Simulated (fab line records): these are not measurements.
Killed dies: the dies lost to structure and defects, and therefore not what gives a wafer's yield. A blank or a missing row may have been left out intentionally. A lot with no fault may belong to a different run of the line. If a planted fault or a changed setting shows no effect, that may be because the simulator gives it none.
Which tool was responsible? -- flow berkeleyCmos170 -- Sampling: 7 lots, 21 wafers, 3 of 331 route steps

WHAT EACH GAUGE READ, for each wafer
UCB170_M2_CD_MEAS_15 targets a cd of 700 nm.
lot,measured,on,cdNm (nm)
L171,day 9 01:06,cdSem-01,699.1 698.3 699.1
L173,day 9 17:43,cdSem-01,699.7 698.7 698.8
L178,day 10 06:50,cdSem-01,702.2 702.9 701.1
L179,day 10 13:06,cdSem-01,700.0 698.1 700.6
L183,day 11 07:08,cdSem-01,698.7 699.3 701.6
L186,day 11 23:25,cdSem-02,688.9 690.9 689.2 688.8 691.4 688.9
L189,day 12 14:39,cdSem-01,698.9 698.3 697.9

TOOL THAT RAN EACH LOT (tool first, then ch and the chambers of the sampled wafers, then the start)
lot,UCB170_M1_ETCH_11,UCB170_M2_EXPOSE_12
L171,"rieDiel-02 ch 1,3, day 8 13:11","krfScanner-01 ch 0, day 9 00:17"
L173,"rieDiel-04 ch 0,1,3, day 9 08:37","krfScanner-02 ch 0, day 9 17:20"
L178,"rieDiel-04 ch 0,1, day 9 22:39","krfScanner-01 ch 0, day 10 06:26"
L179,"rieDiel-04 ch 0,1, day 10 05:20","krfScanner-01 ch 0, day 10 12:08"
L183,"rieDiel-02 ch 0,3, day 10 23:55","krfScanner-01 ch 0, day 11 06:44"
L186,"rieDiel-02 ch 1,2,3, day 11 15:04","krfScanner-02 ch 0, day 11 22:55"
L189,"rieDiel-01 ch 0,3, day 12 02:13","krfScanner-01 ch 0, day 12 14:16"
- UCB170_M1_ETCH_11: etches BARC in N2/H2.
- UCB170_M2_EXPOSE_12: exposes mask METAL2, target cd 700 nm.

THE ANSWER, worked out from the rows above alone
Rule: the usual values come from the lots themselves. Put in order of their means at a reading, lots are off if they are a third of the lots or fewer, leave a main group of 4 or more, and stand apart from it by a gap of 3 or more times the standard deviation of the main group's means; of several such gaps the widest counts. The tables above print the reading to a certain number of digits; a main group whose means all agree to those digits is not used. A lot without any number at a reading at which 4 lots or more have one is off too. All remaining lots with rows at the step are treated as sound.
Off at UCB170_M2_CD_MEAS_15 (cdNm): L186. Mean 699.6 nm and standard deviation 1.2 in the main group.
A tool fits if, at a process step before that reading, it ran every lot that is off, and no sound lot after the first of them. The gauges at UCB170_M2_CD_MEAS_15 are tried like those tools. Can't be told from this: 3 tools fit, rieDiel-02 at UCB170_M1_ETCH_11, krfScanner-02 at UCB170_M2_EXPOSE_12, cdSem-02 at UCB170_M2_CD_MEAS_15.

WHAT WAS PUT IN BY THE SIMULATOR
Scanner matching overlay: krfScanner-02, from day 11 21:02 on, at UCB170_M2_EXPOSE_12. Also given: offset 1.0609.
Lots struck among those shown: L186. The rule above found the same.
